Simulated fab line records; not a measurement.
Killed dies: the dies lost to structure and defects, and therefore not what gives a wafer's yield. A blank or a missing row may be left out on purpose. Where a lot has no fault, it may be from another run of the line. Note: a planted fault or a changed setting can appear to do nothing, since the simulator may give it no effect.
Which tool was responsible?    flow rit-cmos    39 wafers from 13 lots sampled at 2 of the route's 202 steps

== WHAT EACH GAUGE READ, for each wafer ==
RIT_SPACER_THK_MEAS_04.
lot   measured     on             SPACER_NITRIDE_THK (nm)
L680  day 3 02:32  film-metro-04  254.5 254.1 254.9
L682  day 3 13:14  film-metro-03  252.1 252.1 251.1
L683  day 3 16:20  film-metro-04  249.3 247.4 248.2
L684  day 4 05:27  film-metro-01  248.7 251.3 249.0
L685  day 4 11:07  film-metro-03  249.9 248.3 247.2
L686  day 4 11:14  film-metro-04  249.2 246.9 250.2
L687  day 4 15:09  film-metro-04  251.2 250.6 250.9
L688  day 5 01:02  film-metro-01  251.5 252.9 251.7
L690  day 5 07:02  film-metro-03  254.8 257.2 253.0
L692  day 5 14:19  film-metro-01  249.6 248.2 250.3
L693  day 5 21:01  film-metro-03  253.4 255.1 250.8
L697  day 6 17:31  film-metro-01  254.0 255.8 255.4
L700  day 7 22:04  film-metro-01  165.4 167.7 166.2 165.4 168.0 166.2

== WHAT TOOL EACH LOT RAN ON (gives the tool, then ch and the chambers of the sampled wafers, and finally the start) ==
lot   RIT_SPACER_CVD_03
L680  lpcvd-01 ch 0, day 3 00:36
L682  lpcvd-01 ch 1, day 3 11:19
L683  lpcvd-01 ch 1, day 3 14:25
L684  lpcvd-02 ch 1, day 4 02:35
L685  lpcvd-02 ch 1, day 4 09:11
L686  lpcvd-01 ch 1, day 4 09:19
L687  lpcvd-02 ch 1, day 4 13:13
L688  lpcvd-01 ch 0, day 4 22:09
L690  lpcvd-02 ch 1, day 5 05:08
L692  lpcvd-02 ch 1, day 5 12:23
L693  lpcvd-02 ch 0, day 5 19:05
L697  lpcvd-02 ch 1, day 6 15:35
L700  lpcvd-01 ch 0, day 7 20:08
- RIT_SPACER_CVD_03: deposits Si3N4 from SiH2Cl2/NH3, target thk 250 nm, time 3300 s.

== AS READ BY THE TOOLS THEMSELVES (means over the sampled wafers that have a number; for cases with no such wafer, the mark the record gives instead) ==
RIT_SPACER_CVD_03.
lot   tool      sih2cl2-flow-sccm (sccm)  spike-tc-source-C (C)  zone-power-load-pct (%)
L680  lpcvd-01  59.99                     833.3                  21.1
L682  lpcvd-01  60.01                     837.0                  17.2
L683  lpcvd-01  60.05                     836.8                  17.2
L684  lpcvd-02  59.84                     836.0                  19.4
L685  lpcvd-02  60.04                     835.6                  19.3
L686  lpcvd-01  59.83                     836.3                  17.1
L687  lpcvd-02  60.23                     835.7                  19.4
L688  lpcvd-01  60.05                     834.0                  21.2
L690  lpcvd-02  60.03                     834.9                  19.5
L692  lpcvd-02  59.89                     835.7                  19.4
L693  lpcvd-02  60.35                     830.4                  21.4
L697  lpcvd-02  60.27                     837.1                  19.5
L700  lpcvd-01  59.89                     834.0                  21.2

== THE ANSWER, worked out from the rows above alone ==
Rule: usual is defined by the lots themselves. The widest of any qualifying gaps counts: lots, ordered by their means at a reading, are off when they make up no more than a third of the lots, leave a main group of 4 or more, and stand apart from it by 3 or more times the standard deviation of that group's means. The tables above print the reading to a certain number of digits; a main group whose means all agree to those digits is not used. A lot without any number at a reading at which 4 lots or more have one is off too. All remaining lots with rows at the step are treated as sound. First the gauges in route order, then the tools' own readings, where a lot's mean is used as printed above. At the first step where some lot is off, the reading lying furthest off is the one used; lots without a number count as furthest.
Off: at RIT_SPACER_THK_MEAS_04 (SPACER_NITRIDE_THK), L700. Mean 251.4 nm and standard deviation 2.4 in the main group.
If a tool, at a process step before that reading, ran all the lots that are off and no sound lot after the first of them, it fits. Gauges at RIT_SPACER_THK_MEAS_04: tried the same way as those tools. This does not decide it: 2 tools fit, namely lpcvd-01 at RIT_SPACER_CVD_03 and film-metro-01 at RIT_SPACER_THK_MEAS_04.

== WHAT THE SIMULATOR HAD PUT IN ==
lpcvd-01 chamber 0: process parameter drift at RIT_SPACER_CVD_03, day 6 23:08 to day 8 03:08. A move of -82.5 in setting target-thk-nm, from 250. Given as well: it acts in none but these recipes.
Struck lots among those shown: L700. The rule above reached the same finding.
